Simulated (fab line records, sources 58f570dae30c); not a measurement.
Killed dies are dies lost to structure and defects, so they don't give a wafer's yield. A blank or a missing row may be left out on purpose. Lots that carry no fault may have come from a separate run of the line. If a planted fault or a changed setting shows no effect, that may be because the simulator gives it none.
Problem report, 8D (eight disciplines) form, completed by code | flow berkeley_cmos170 | the parts of the form that need people (team, actions taken, sign-off) are left out

1. WHAT WENT WRONG
Mean of run_length_s at UCB170_M3_METAL_ETCH_18: 228.1 s across 4 wafers in 2 lots; on wafers with no fault it is 223.7 s (standard deviation 0.85). That is +5.2 standard deviations from the usual mean.
The step: etches Al in Cl2/BCl3, stops on SiO2, target depth 1170 nm, time 195 s.
Earliest sighting: wafer L401.4 on rie_metal-03 at day 10 17:04. The record has a number at this step for 42 wafers belonging to 14 lots. By rule, "out" or "out of limits" means more than 4 standard deviations away from the usual mean. All remaining wafers that have a number are taken as sound.

2. WHAT IT IS; WHAT IT IS NOT
question                    | is                             | is not
which readings at this step | run_length_s                   | drypump_motor_current_A, throttle_valve_pct
which lots                  | L401, L405                     | L394, L395, L397, L399, L400, L402, L404, L412, L413, L414, L415, L417
which wafers of those lots  | L401.4, L401.6, L405.1, L405.5 | L401.5, L405.2
read on which tools         | rie_metal-03                   | rie_metal-01, rie_metal-02
when                        | from day 10 17:04              | up to then (19 sound wafers); but 19 sound wafers of L404, L405, L412, L413, L414, L415, L417 came after

3. SUSPECTS, AND WHAT RULES EACH OUT
Counting: any tool at a process step up to the reading remains a suspect provided it ran every lot that is out. Sound lots after the first of them don't rule it out here, since some wafers of a struck lot are sound.
- pvd_sputter-01 at UCB170_M3_SPUTTER_01 (material Al, target thk 900 nm, time 120 s): kept. It ran every lot that is out, first L401 (day 10 14:26); its last sound lot up to then is L400 (day 10 11:38).
- rie_metal-03 at UCB170_M3_METAL_ETCH_18 (etches Al in Cl2/BCl3, stops on SiO2, target depth 1170 nm, time 195 s): kept. It ran every lot that is out, first L401 (day 10 17:04); its last sound lot up to then is L400 (day 10 14:11). On those wafers its own readings are out: run_length_s.
- Within rie_metal-03 at UCB170_M3_METAL_ETCH_18, the wafers that are out were processed in chamber 1 and their sound lot-mates in chamber 0.
What counting leaves: pvd_sputter-01 at UCB170_M3_SPUTTER_01 and rie_metal-03 at UCB170_M3_METAL_ETCH_18.

4. THE CAUSE (what the simulator had put in)
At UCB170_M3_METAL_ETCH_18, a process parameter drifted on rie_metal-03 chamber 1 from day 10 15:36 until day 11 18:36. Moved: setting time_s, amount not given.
Counting leaves 2 suspects; this tool is one of them.

5. THE CHAIN OF EFFECTS, in route order
Each row: a reading whose mean over the struck wafers that have a number lies more than 3 standard deviations from the usual. Scope: only readings with a usual standard deviation given in the record; hours: median across lots of the time from each lot's start at the first step in this table that gives one to its start at this step; sigmas: change in usual standard deviations.
hours | step                    | reading      | usual   | on struck wafers | change | sigmas
0     | UCB170_M3_METAL_ETCH_18 | run_length_s | 223.7 s | 228.1            | +4.4   | +5.2
Process steps it contains:
- UCB170_M3_METAL_ETCH_18: etches Al in Cl2/BCl3, stops on SiO2, target depth 1170 nm, time 195 s.

6. WHAT WOULD HAVE CAUGHT IT SOONER
In this record the first reading out of limits was taken at day 10 17:04, 1 hour after the fault began at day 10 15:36.
